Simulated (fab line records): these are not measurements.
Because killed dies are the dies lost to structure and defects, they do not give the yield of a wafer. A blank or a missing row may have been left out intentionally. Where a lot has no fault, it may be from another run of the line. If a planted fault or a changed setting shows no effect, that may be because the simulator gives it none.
fab line records	flow berkeleyCmos170
record lots=15	wafers=45	lastDay=12
route steps=331 shown M1@251 V1@255 M2@272
lots that met no fault: from a run of the same line without faults
startH: start of the lot's first displayed wafer, in hours after the record's first day	waitH: hours from the lot's prior step to this one	" as in the row above	L1.1+2: a single row standing in for several wafers	- value missing, or start not given	* or withheld: withheld	< > ~ a bound
route shown NAME@n: NAME is a module with steps in the file, n the number in the route of the first one	usual: mean/standard deviation taken from wafers without a fault	same: alike in all rows	chamber/n: place in a boat	sites: the reading at each site	_std_site: their standard deviation	_edge_site: outer sites' mean less inner sites'	radiusMm: for every site, how far away it sits from the centre of the wafer	mask NAME#n: copy n	behind: the most recent tool/chamber to have shaped the wafer	hold: the reason the lot was held/the length of the hold in hours/how it ended	device: whichever transistor did not switch (one of n, p or np)	end of line: the tests these same wafers got at the end of their route	for a step that has no rows: nothing shown but its recipe	killed: dies that structure and defects cost at the first sort, which is not the same as the wafer's yield	map: a wafer's dies, marking killed ones x, the rest . and places with no die _
set.NAME: the setting the step ran with; set.NAME@STEP: the setting that earlier step ran with	model.NAME: the simulator's own value behind a step, which no gauge read
the route's steps for a sample of lots (tables are steps, rows are wafers)
services: when a tool's chamber went out of use (startH, in hours from the record's first day, below 0 if earlier), for how many hours, and the reason
## steps
# step UCB170_M1_STRIP_13
# recipe chemistry=O2	powerW=400	pressureMtorr=3500	platenTempC=withheld	o2FlowSccm=400	overashFraction=0.5
# usual drypumpMotorCurrentA=5.93/0.24	oesProductAu=0.719/0.0051
lot.wafer	tool	chamber	startH	waitH	drypumpMotorCurrentA	oesProductAu	rfHoursCounterH
L188.1	plasmaAsher-01	1	153.33	0.1	6.17	0.719	40
L188.2	"	0	"	"	5.65	0.721	40
L188.4	"	0	"	"	5.65	0.721	-
L187.2	plasmaAsher-02	0	153.63	0.1	5.82	0.720	4
L187.3	"	1	"	"	6.21	0.727	-
L187.4	"	0	"	"	5.82	0.718	-
L189.2	plasmaAsher-02	0	161.33	0.1	5.77	0.725	5
L189.5	"	1	"	"	6.23	0.721	-
L189.6	"	0	"	"	5.76	0.721	-
L190.2	plasmaAsher-02	0	166.01	0.1	5.77	0.715	6
L190.3	"	1	"	"	6.27	0.710	-
L190.4	"	0	"	"	5.78	0.723	-
L192.3	plasmaAsher-03	1	172.37	0.1	6.03	0.714	-
L192.5	"	1	"	"	6.04	0.716	-
L192.6	"	0	"	"	5.65	0.711	-
L194.1	plasmaAsher-03	0	183.58	0.1	5.60	0.713	47
L194.3	"	0	"	"	5.61	0.718	-
L194.4	"	1	"	"	6.07	0.712	-
L201.1	plasmaAsher-01	0	214.22	0.1	5.66	0.710	47
L201.5	"	0	"	"	5.66	0.709	-
L201.6	"	1	"	"	6.16	0.717	-
L202.1	plasmaAsher-02	1	217.52	0.1	6.21	0.717	12
L202.2	"	0	"	"	5.77	0.727	12
L202.5	"	0	"	"	5.77	0.716	-
L203.2	plasmaAsher-02	1	235.86	0.1	6.22	0.714	14
L203.3	"	0	"	"	5.79	0.720	-
L203.4	"	1	"	"	6.24	0.719	-
L204.1	plasmaAsher-01	0	236.24	0.1	5.67	0.716	49
L204.2	"	1	"	"	6.14	0.713	49
L204.6	"	0	"	"	5.65	0.721	-
L205.4	plasmaAsher-02	0	236.95	0.1	5.77	0.719	-
L205.5	"	0	"	"	5.73	0.730	-
L205.6	"	1	"	"	6.25	0.719	-
L206.3	plasmaAsher-02	0	238.83	0.1	5.80	0.723	-
L206.5	"	0	"	"	5.73	0.718	-
L206.6	"	1	"	"	6.22	0.711	-
L207.3	plasmaAsher-03	1	239.15	0.1	6.05	0.724	-
L207.5	"	0	"	"	5.59	0.723	-
L207.6	"	1	"	"	6.08	0.720	-
L209.1	plasmaAsher-01	1	254.94	0.1	6.15	0.720	52
L209.2	"	0	"	"	5.67	0.722	52
L209.6	"	1	"	"	6.16	0.726	-
L210.2	plasmaAsher-03	1	258.28	0.1	6.04	0.725	56
L210.5	"	0	"	"	5.64	0.720	-
L210.6	"	1	"	"	6.04	0.722	-
# step UCB170_V1_THK_MEAS_01
# recipe reads=SiO2_of_V1_CVD_00
# usual V1_TEOS_THK=1996/28
lot.wafer	tool	chamber	startH	waitH	V1_TEOS_THK[nm]
L188.1	filmMetro-03	-	156.99	0.1	1991
L188.2	"	-	"	"	2028
L188.4	"	-	"	"	2049
L187.2	filmMetro-04	-	157.00	0.1	1942
L187.3	"	-	"	"	1960
L187.4	"	-	"	"	2029
L189.2	filmMetro-04	-	166.45	0.1	1961
L189.5	"	-	"	"	1972
L189.6	"	-	"	"	1993
L190.2	filmMetro-01	-	171.75	0.1	1979
L190.3	"	-	"	"	1996
L190.4	"	-	"	"	1992
L192.3	filmMetro-03	-	177.29	0.1	1974
L192.5	"	-	"	"	1959
L192.6	"	-	"	"	1976
L194.1	filmMetro-04	-	190.02	0.1	1952
L194.3	"	-	"	"	1957
L194.4	"	-	"	"	1985
L201.1	filmMetro-03	-	220.16	0.1	1998
L201.5	"	-	"	"	2030
L201.6	"	-	"	"	1998
L202.1	filmMetro-03	-	220.29	0.1	1995
L202.2	"	-	"	"	1985
L202.5	"	-	"	"	2030
L204.1	filmMetro-01	-	240.27	0.1	1998
L204.2	"	-	"	"	2039
L204.6	"	-	"	"	2044
L203.2	filmMetro-03	-	240.28	0.1	1993
L203.3	"	-	"	"	2008
L203.4	"	-	"	"	2021
L205.4	filmMetro-04	-	240.30	0.0	2021
L205.5	"	-	"	"	2015
L205.6	"	-	"	"	1966
L206.3	filmMetro-04	-	244.03	0.1	1975
L206.5	"	-	"	"	2039
L206.6	"	-	"	"	2062
L207.3	filmMetro-03	-	244.03	0.1	1965
L207.5	"	-	"	"	1998
L207.6	"	-	"	"	2010
L209.1	filmMetro-04	-	259.36	0.1	2014
L209.2	"	-	"	"	2000
L209.6	"	-	"	"	2001
L210.2	filmMetro-04	-	263.62	0.1	1931
L210.5	"	-	"	"	2015
L210.6	"	-	"	"	1990
# step UCB170_M2_SPUTTER_01
# recipe material=Al	targetThkNm=900	timeS=120	powerW=6000	chamberPressurePa=0.5
# usual throttleValvePct=29.6/1.2
lot.wafer	tool	chamber	startH	waitH	throttleValvePct
L188.1	pvdSputter-02	-	160.46	0.0	30.8
L188.2	"	-	"	"	30.7
L188.4	"	-	"	"	30.3
L187.2	pvdSputter-03	-	160.73	0.0	29.4
L187.3	"	-	"	"	28.5
L187.4	"	-	"	"	29.6
L189.2	pvdSputter-03	-	168.62	0.0	29.4
L189.5	"	-	"	"	29.6
L189.6	"	-	"	"	29.3
L190.2	pvdSputter-03	-	174.23	0.0	29.4
L190.3	"	-	"	"	28.4
L190.4	"	-	"	"	29.6
L192.3	pvdSputter-03	-	180.22	0.0	29.6
L192.5	"	-	"	"	28.6
L192.6	"	-	"	"	27.9
L192.3	pvdSputter-03	-	180.47	0.2	29.6
L192.5	"	-	"	"	28.5
L192.6	"	-	"	"	27.8
L194.1	pvdSputter-02	-	192.37	0.0	30.7
L194.3	"	-	"	"	30.5
L194.4	"	-	"	"	30.0
L194.1	pvdSputter-02	-	196.39	4.0	30.6
L194.3	"	-	"	"	30.9
L194.4	"	-	"	"	30.3
L201.1	pvdSputter-04	-	222.67	0.0	31.4
L201.5	"	-	"	"	31.0
L201.6	"	-	"	"	30.3
L202.1	pvdSputter-04	-	222.89	0.0	31.3
L202.2	"	-	"	"	30.9
L202.5	"	-	"	"	31.3
L202.1	pvdSputter-04	-	223.14	0.2	31.6
L202.2	"	-	"	"	30.9
L202.5	"	-	"	"	31.5
L203.2	pvdSputter-03	-	244.62	0.0	28.4
L203.3	"	-	"	"	29.6
L203.4	"	-	"	"	27.6
L204.1	pvdSputter-03	-	244.80	0.0	29.7
L204.2	"	-	"	"	27.7
L204.6	"	-	"	"	28.5
L205.4	pvdSputter-03	-	244.95	0.0	27.6
L205.5	"	-	"	"	29.7
L205.6	"	-	"	"	29.1
L206.3	pvdSputter-04	-	246.19	0.0	31.7
L206.5	"	-	"	"	31.1
L206.6	"	-	"	"	30.7
L207.3	pvdSputter-03	-	246.91	0.0	27.9
L207.5	"	-	"	"	27.7
L207.6	"	-	"	"	28.6
L209.1	pvdSputter-04	-	261.66	0.0	31.1
L209.2	"	-	"	"	31.6
L209.6	"	-	"	"	31.4
L210.2	pvdSputter-03	-	266.29	0.0	28.5
L210.5	"	-	"	"	27.9
L210.6	"	-	"	"	29.5
# step UCB170_M2_RS_MEAS_02
# recipe thkMeasGauge=four-point-probe	reads=Al_of_M2_SPUTTER_01
# usual M2_AL_RS=0.0325/0.00035
lot.wafer	tool	chamber	startH	waitH	M2_AL_RS[ohm/sq]
L188.1	filmMetro-04	-	160.54	0.0	0.0322
L188.2	"	-	"	"	0.0321
L188.4	"	-	"	"	0.0323
L187.2	filmMetro-04	-	160.84	0.1	0.0324
L187.3	"	-	"	"	0.0325
L187.4	"	-	"	"	0.0332
L189.2	filmMetro-03	-	168.72	0.1	0.0328
L189.5	"	-	"	"	0.0329
L189.6	"	-	"	"	0.0325
L190.2	filmMetro-03	-	174.33	0.1	0.0321
L190.3	"	-	"	"	0.0323
L190.4	"	-	"	"	0.0327
L192.3	filmMetro-04	-	180.59	0.1	0.0162
L192.5	"	-	"	"	0.0161
L192.6	"	-	"	"	0.0160
L194.1	filmMetro-03	-	196.48	0.0	0.0160
L194.3	"	-	"	"	0.0158
L194.4	"	-	"	"	0.0160
L201.1	filmMetro-02	-	222.75	0.0	0.0327
L201.5	"	-	"	"	0.0320
L201.6	"	-	"	"	0.0319
L202.1	filmMetro-03	-	223.22	0.0	0.0164
L202.2	"	-	"	"	0.0160
L202.5	"	-	"	"	0.0163
L203.2	filmMetro-04	-	244.73	0.1	0.0323
L203.3	"	-	"	"	0.0322
L203.4	"	-	"	"	0.0319
L204.1	filmMetro-03	-	244.88	0.0	0.0330
L204.2	"	-	"	"	0.0328
L204.6	"	-	"	"	0.0328
L205.4	filmMetro-04	-	245.09	0.1	0.0326
L205.5	"	-	"	"	0.0328
L205.6	"	-	"	"	0.0327
L206.3	filmMetro-02	-	246.31	0.1	0.0323
L206.5	"	-	"	"	0.0320
L206.6	"	-	"	"	0.0320
L207.3	filmMetro-03	-	247.04	0.1	0.0320
L207.5	"	-	"	"	0.0323
L207.6	"	-	"	"	0.0323
L209.1	filmMetro-02	-	261.75	0.0	0.0325
L209.2	"	-	"	"	0.0329
L209.6	"	-	"	"	0.0330
L210.2	filmMetro-03	-	266.39	0.1	0.0331
L210.5	"	-	"	"	0.0327
L210.6	"	-	"	"	0.0330
# step UCB170_M2_THK_MEAS_03
# recipe thkMeasGauge=xrf	reads=Al_of_M2_SPUTTER_01
# usual M2_AL_THK=901/10
lot.wafer	tool	chamber	startH	waitH	M2_AL_THK[nm]
L188.1	filmMetro-04	-	160.66	0.1	918
L188.2	"	-	"	"	920
L188.4	"	-	"	"	915
L187.2	filmMetro-04	-	160.95	0.1	908
L187.3	"	-	"	"	907
L187.4	"	-	"	"	885
L189.2	filmMetro-03	-	168.83	0.1	893
L189.5	"	-	"	"	890
L189.6	"	-	"	"	897
L190.2	filmMetro-03	-	174.44	0.1	913
L190.3	"	-	"	"	901
L190.4	"	-	"	"	890
L192.3	filmMetro-04	-	180.69	0.1	1823
L192.5	"	-	"	"	1836
L192.6	"	-	"	"	1839
L194.1	filmMetro-03	-	196.60	0.1	1819
L194.3	"	-	"	"	1832
L194.4	"	-	"	"	1829
L201.1	filmMetro-02	-	222.87	0.1	895
L201.5	"	-	"	"	910
L201.6	"	-	"	"	916
L202.1	filmMetro-03	-	223.34	0.1	1758
L202.2	"	-	"	"	1816
L202.5	"	-	"	"	1778
L203.2	filmMetro-04	-	244.84	0.1	908
L203.3	"	-	"	"	907
L203.4	"	-	"	"	919
L204.1	filmMetro-03	-	245.00	0.1	887
L204.2	"	-	"	"	893
L204.6	"	-	"	"	895
L205.4	filmMetro-04	-	245.18	0.1	897
L205.5	"	-	"	"	896
L205.6	"	-	"	"	901
L206.3	filmMetro-02	-	246.41	0.1	895
L206.5	"	-	"	"	910
L206.6	"	-	"	"	913
L207.3	filmMetro-03	-	247.14	0.1	912
L207.5	"	-	"	"	907
L207.6	"	-	"	"	906
L209.1	filmMetro-02	-	261.87	0.1	896
L209.2	"	-	"	"	880
L209.6	"	-	"	"	882
L210.2	filmMetro-03	-	266.50	0.1	883
L210.5	"	-	"	"	892
L210.6	"	-	"	"	883
# step UCB170_M2_STRIP_07
# recipe chemistry=O2	powerW=400	pressureMtorr=3500	platenTempC=withheld	o2FlowSccm=400	overashFraction=0.5
# usual drypumpMotorCurrentA=5.98/0.28	oesProductAu=0.734/0.0045	stripTimeToEndpointS=21.98/0.049
lot.wafer	tool	chamber	startH	waitH	drypumpMotorCurrentA	oesProductAu	rfHoursCounterH	stripTimeToEndpointS
L188.1	plasmaAsher-04	1	161.26	0.1	6.37	0.737	45	21.89
L188.2	"	0	"	"	5.69	0.732	45	21.87
L188.4	"	0	"	"	5.68	0.734	-	21.92
L187.2	plasmaAsher-04	0	161.90	0.1	5.66	0.727	45	21.99
L187.3	"	1	"	"	6.34	0.732	-	21.95
L187.4	"	0	"	"	5.66	0.730	-	21.97
L189.2	plasmaAsher-01	0	169.33	0.1	5.67	0.733	42	22.08
L189.5	"	1	"	"	6.14	0.733	-	22.02
L189.6	"	0	"	"	5.67	0.727	-	22.01
L190.2	plasmaAsher-02	1	175.22	0.1	6.21	0.738	7	22.10
L190.3	"	1	"	"	6.20	0.743	-	22.02
L190.4	"	0	"	"	5.75	0.736	-	21.97
L192.3	plasmaAsher-02	0	181.58	0.1	5.74	0.726	-	21.92
L192.5	"	1	"	"	6.22	0.738	-	21.93
L192.6	"	0	"	"	5.73	0.737	-	21.94
L194.1	plasmaAsher-01	0	197.44	0.1	5.66	0.733	44	21.94
L194.3	"	1	"	"	6.16	0.735	-	21.99
L194.4	"	0	"	"	5.65	0.730	-	21.97
L201.1	plasmaAsher-02	0	223.38	0.1	5.75	0.726	12	22.01
L201.5	"	1	"	"	6.26	0.731	-	21.96
L201.6	"	0	"	"	5.75	0.737	-	21.90
L202.1	plasmaAsher-04	1	223.85	0.1	6.34	0.731	52	21.95
L202.2	"	0	"	"	5.67	0.736	52	21.99
L202.5	"	1	"	"	6.32	0.736	-	21.94
L203.2	plasmaAsher-01	0	245.34	0.1	5.66	0.729	50	21.97
L203.3	"	0	"	"	5.67	0.734	-	21.95
L203.4	"	1	"	"	6.15	0.733	-	21.99
L204.1	plasmaAsher-04	1	245.63	0.1	6.36	0.736	55	21.99
L204.2	"	0	"	"	5.67	0.739	55	21.91
L204.6	"	1	"	"	6.35	0.729	-	21.93
L205.4	plasmaAsher-02	1	246.11	0.1	6.30	0.735	-	21.93
L205.5	"	0	"	"	5.76	0.742	-	21.87
L205.6	"	1	"	"	6.27	0.731	-	21.92
L206.3	plasmaAsher-02	0	247.28	0.1	5.76	0.735	-	21.96
L206.5	"	1	"	"	6.26	0.739	-	21.92
L206.6	"	0	"	"	5.77	0.737	-	21.93
L207.3	plasmaAsher-02	1	247.73	0.1	6.21	0.736	-	21.99
L207.5	"	1	"	"	6.21	0.745	-	21.97
L207.6	"	0	"	"	5.79	0.735	-	21.99
L209.1	plasmaAsher-02	0	262.38	0.1	5.79	0.732	16	22.02
L209.2	"	1	"	"	6.21	0.732	16	21.95
L209.6	"	0	"	"	5.75	0.731	-	22.01
L210.2	plasmaAsher-01	0	267.03	0.1	5.67	0.740	53	22.00
L210.5	"	1	"	"	6.18	0.738	-	22.04
L210.6	"	0	"	"	5.65	0.741	-	21.96
# step UCB170_M2_METAL_ETCH_18
# recipe chemistry=Cl2/BCl3	target=Al	stopOn=SiO2	pressureMtorr=12	targetDepthA=11700	overEtchFrac=0.3	timeS=195	icpW=600	biasW=120	Cl2_flow_sccm=90	bcl3FlowSccm=45
# usual bcl3FlowSccm=45.03/0.13	biasW=120.0/0.37	drypumpMotorCurrentA=5.3/0.39	oesProductAu=0.845/0.0081	throttleValvePct=24.37/0.16
lot.wafer	tool	chamber	startH	waitH	bcl3FlowSccm	biasW	drypumpMotorCurrentA	oesProductAu	rfHoursCounterH	throttleValvePct
L188.1	rieMetal-02	0	163.27	-	45.10	119.8	5.9	0.852	6	24.13
L188.2	"	1	"	"	44.95	119.9	4.8	0.844	5	24.34
L188.4	"	1	"	"	45.01	120.1	4.8	0.836	-	24.33
L187.2	rieMetal-01	1	163.91	-	45.15	120.3	5.1	0.847	7	24.30
L187.3	"	1	"	"	45.08	120.0	5.1	0.845	-	24.28
L187.4	"	0	"	"	45.07	120.1	5.7	0.839	-	24.49
L189.2	rieMetal-03	0	170.96	-	45.03	119.8	5.4	0.845	0	24.34
L189.5	"	0	"	"	45.15	119.7	5.4	0.846	-	24.34
L189.6	"	1	"	"	45.28	119.9	5.3	0.844	-	24.63
L190.2	rieMetal-03	1	176.88	-	44.86	119.5	5.2	0.848	4	24.65
L190.3	"	0	"	"	45.06	119.4	5.4	0.855	-	24.35
L190.4	"	1	"	"	44.96	119.6	5.2	0.843	-	24.65
L192.3	rieMetal-01	0	183.35	-	44.93	120.2	5.7	0.975	-	24.43
L192.5	"	0	"	"	45.15	119.4	5.7	0.983	-	24.42
L192.6	"	1	"	"	45.00	120.6	5.0	0.961	-	24.23
L194.1	rieMetal-01	1	199.10	-	44.96	119.6	5.0	0.960	8	24.24
L194.3	"	0	"	"	45.09	119.4	5.7	0.969	-	24.43
L194.4	"	1	"	"	44.90	120.2	5.0	0.965	-	24.24
L202.1	rieMetal-01	0	227.41	-	45.01	120.3	5.7	1.005	12	24.41
L202.2	"	1	"	"	45.09	120.7	5.1	0.978	9	24.24
L202.5	"	1	"	"	44.94	120.5	5.1	0.981	-	24.25
L201.1	rieMetal-02	0	227.55	-	45.09	120.4	5.9	0.838	8	24.14
L201.5	"	1	"	"	44.98	120.7	4.8	0.843	-	24.33
L201.6	"	0	"	"	44.92	120.1	5.9	0.852	-	24.15
L203.2	rieMetal-01	1	247.55	-	44.94	119.8	5.1	0.855	10	24.30
L203.3	"	1	"	"	44.90	119.9	5.1	0.849	-	24.29
L203.4	"	0	"	"	45.00	120.4	5.7	0.849	-	24.50
L204.1	rieMetal-03	1	247.61	-	45.07	119.9	5.3	0.841	5	24.66
L204.2	"	0	"	"	45.00	120.3	5.4	0.851	2	24.35
L204.6	"	0	"	"	45.08	119.9	5.4	0.845	-	24.36
L205.4	rieMetal-02	0	247.89	-	44.89	119.9	5.9	0.836	-	24.15
L205.5	"	1	"	"	44.83	119.7	4.8	0.839	-	24.33
L205.6	"	0	"	"	45.06	120.1	5.9	0.841	-	24.15
L206.3	rieMetal-01	0	248.69	-	45.22	120.6	5.7	0.844	-	24.49
L206.5	"	0	"	"	45.04	120.0	5.7	0.845	-	24.49
L206.6	"	1	"	"	45.24	120.2	5.1	0.851	-	24.29
L207.3	rieMetal-03	0	249.20	-	45.08	120.4	5.4	0.852	-	24.34
L207.5	"	0	"	"	45.06	120.1	5.4	0.851	-	24.33
L207.6	"	1	"	"	45.15	119.9	5.3	0.844	-	24.66
L209.1	rieMetal-02	0	263.85	-	44.79	119.8	5.9	0.837	9	24.15
L209.2	"	1	"	"	45.08	120.1	4.8	0.827	8	24.35
L209.6	"	1	"	"	44.80	120.4	4.8	0.830	-	24.34
L210.2	rieMetal-02	1	269.66	-	45.30	120.1	4.8	0.837	8	24.35
L210.5	"	1	"	"	45.14	119.6	4.8	0.841	-	24.33
L210.6	"	0	"	"	45.20	119.9	5.9	0.838	-	24.15
## services
tool	chamber	startH	hours	kind
rieMetal-03	0	145.94	-	clean
rieMetal-03	0	145.94	14.9	scheduledDown
rieMetal-03	0	145.94	14.9	ventCycle
pvdSputter-03	-	149.84	0.9	repair
rieMetal-01	-	153.56	0.8	repair
pvdSputter-03	-	155.67	3.0	repair
pvdSputter-04	-	157.59	6.0	repair
pvdSputter-04	-	182.69	6.6	repair
pvdSputter-02	-	192.69	3.7	repair
rieMetal-01	1	201.85	6.6	repair
pvdSputter-03	3	204.91	-	consumableReplace:kit
pvdSputter-03	3	204.91	18.0	scheduledDown
pvdSputter-03	3	204.91	18.0	ventCycle
rieMetal-03	0	214.28	16.4	repair
pvdSputter-04	-	241.40	4.1	repair
rieMetal-01	1	254.40	7.4	repair
plasmaAsher-02	-	254.64	1.4	repair
plasmaAsher-02	-	256.97	3.3	repair
rieMetal-01	0	261.76	-	clean
rieMetal-01	0	261.76	13.4	scheduledDown
rieMetal-01	0	261.76	13.4	ventCycle
plasmaAsher-03	-	261.99	0.7	repair
pvdSputter-02	-	263.19	7.2	repair
## key
firstSign step=UCB170_M2_SPUTTER_01	reading=visit	direction=added
effect step=UCB170_M2_RS_MEAS_02	reading=M2_AL_RS	direction=down	sigmas=47	usual=0.0325	struck=0.0161
effect step=UCB170_M2_THK_MEAS_03	reading=M2_AL_THK	direction=up	sigmas=89	usual=901	struck=1814
effect step=UCB170_M2_METAL_ETCH_18	reading=oesProductAu	direction=up	sigmas=16	usual=0.845	struck=0.975
metAt UCB170_M2_SPUTTER_01
struckLots L192,L194,L202
laterRowsLeftOut L192.3,L192.5,L192.6,L194.1,L194.3,L194.4,L202.1,L202.2,L202.5
sortLeftOut L192.3,L192.5,L192.6,L194.1,L194.3,L194.4,L202.1,L202.2,L202.5
notActingAt UCB170_M1_STRIP_13,UCB170_V1_THK_MEAS_01,UCB170_M2_STRIP_07
fault kind=repeatedStepWhole	tool=pvdSputter-02,pvdSputter-03,pvdSputter-04	chamber=-	onsetH=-	steps=UCB170_M2_SPUTTER_01	times=1	scope=struckLotsOnly
# sortLeftOut: the simulated sort isn't trusted on such a fault, so these wafers' sort isn't shown, and their yield isn't known
# laterRowsLeftOut: the simulator's readings of these wafers behind a module that went badly wrong aren't trusted and aren't shown, but for the sort
